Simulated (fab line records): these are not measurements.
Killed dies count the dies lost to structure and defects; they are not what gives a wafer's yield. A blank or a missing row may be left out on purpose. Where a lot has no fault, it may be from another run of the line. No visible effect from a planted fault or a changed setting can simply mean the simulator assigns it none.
A struck lot beside a sound one || flow rit cmos || 18 steps out of a route of 202
Sound: these wafers, L975.1, L975.4, L975.6. Wafers struck: L981.3, L981.4, L981.6. The cause is named last.
Each step with rows lists, per side, the tool, then ch with its chambers, then its first start. Under that, the readings that differ: sound wafers || struck wafers || difference of the means || sigmas: that difference in standard deviations of wafers without a fault.
alike: a reading whose means differ by less than 2 such deviations, as well as words and numbers matching on both sides. not compared: withheld readings; readings where some wafer has no value; bounds like >300 that might hide an equal value; numbers whose values overlap and for which the record gives no deviation.
The two part at a step that has a row with sigmas, a row that says differs or no value, or rows on one side only. Numbers that don't overlap but have no deviation are shown without sigmas and don't part them. A reading missing from all wafers of one side parts the sides only when that side holds two or more wafers.

first, 1 step without rows for these wafers: RIT_GATE_HARDBAKE_18 (time 60 s).
RIT_GATE_ETCH_19: etches poly-Si in SF6/CHF3/O2, stops on SiO2, time 165 s, target depth 312.5 nm.
  sound on rie si-02 ch 0,1, day 3 18:02; struck on rie si-02 ch 2,3, day 5 02:47
{"reading": "oes product au (a.u.)", "sound": "0.846 0.874 0.887", "struck": "0.824 0.830 0.816", "difference": -0.046, "sigmas": -2}
  alike: drypump motor current A, throttle valve pct
  not compared: rf hours counter h
RIT_GATE_STRIP_20: strips in O2, time 180 s.
  sound on plasma asher-04 ch 0, day 3 18:08; struck on plasma asher-04 ch 0,1, day 5 02:57
  alike: drypump motor current A
  not compared: rf hours counter h
RIT_GATE_CD_MEAS_90: the cd target is 150 nm.
  sound: cd sem-01 at day 3 18:19; struck: cd sem-01 at day 5 03:07
  alike: cd nm
then, 4 steps without rows for these wafers: RIT_REOX_CLEAN_00 (cleans in SC1, time 600 s); RIT_REOX_CLEAN_01 (cleans in dHF, time 30 s); RIT_REOX_CLEAN_02 (cleans in SC2, time 600 s); RIT_REOX_OXIDATION_03 (target thk 25.2 nm, ox time 5580 s).
RIT_REOX_THK_MEAS_04:
  sound: film metro-03 at day 3 21:57; struck: film metro-01 at day 5 07:04
{"reading": "REOX_OXIDE_THK (nm)", "sound": "26.1 25.7 25.4", "struck": "24.6 24.3 24.1", "difference": -1.4, "sigmas": -3}
then, 3 steps without rows for these wafers: RIT_NLDD_HMDS_00 (prime time 60 s); RIT_NLDD_COAT_01 (resist thk 1000 nm); RIT_NLDD_SOFTBAKE_02 (time 60 s).
RIT_NLDD_EXPOSE_03: exposes mask M7, target cd 40700 nm.
  sound on iline stepper-02 ch 0, day 3 22:35; struck on iline stepper-02 ch 0, day 5 07:35
{"reading": "model.NLDD.overlay x nm (nm)", "sound": "0.9566 0.9566 0.9566", "struck": "-149.2 -149.2 -149.2", "difference": -150.2, "sigmas": ""}
  alike: mask, stage vel mm s
then, 2 steps without rows for these wafers: RIT_NLDD_PEB_04; RIT_NLDD_DEVELOP_05 (develop time 50 s).
RIT_NLDD_OVL_MEAS_06:
  sound: overlay-01 at day 3 22:59; struck: overlay-01 at day 5 07:58
{"reading": "NLDD_OVL (nm)", "sound": "0.4 -0.2 0.2", "struck": "-149.6 -149.2 -149.0", "difference": -149.4, "sigmas": "-99 or more"}
then, 1 step without rows for these wafers: RIT_NLDD_HARDBAKE_07 (time 60 s).
RIT_M1_PROBE_99:
  sound: prober-02 at day 4 14:23; struck: prober-01 at day 6 00:22
{"reading": "model.etest.nldd.width nm (nm)", "sound": "3140 3132 3178", "struck": "3111 3092 3097", "difference": -50, "sigmas": ""}
  alike: killed at contacts, killed at front end, killed dies, killed on rim, killed open, killed short

== WHERE THEY PART ==
First at RIT_GATE_ETCH_19; last, within this record, at RIT_NLDD_OVL_MEAS_06. Later steps at which nothing parts them and some readings are alike: RIT_M1_PROBE_99.

WHY: the cause the simulator had injected
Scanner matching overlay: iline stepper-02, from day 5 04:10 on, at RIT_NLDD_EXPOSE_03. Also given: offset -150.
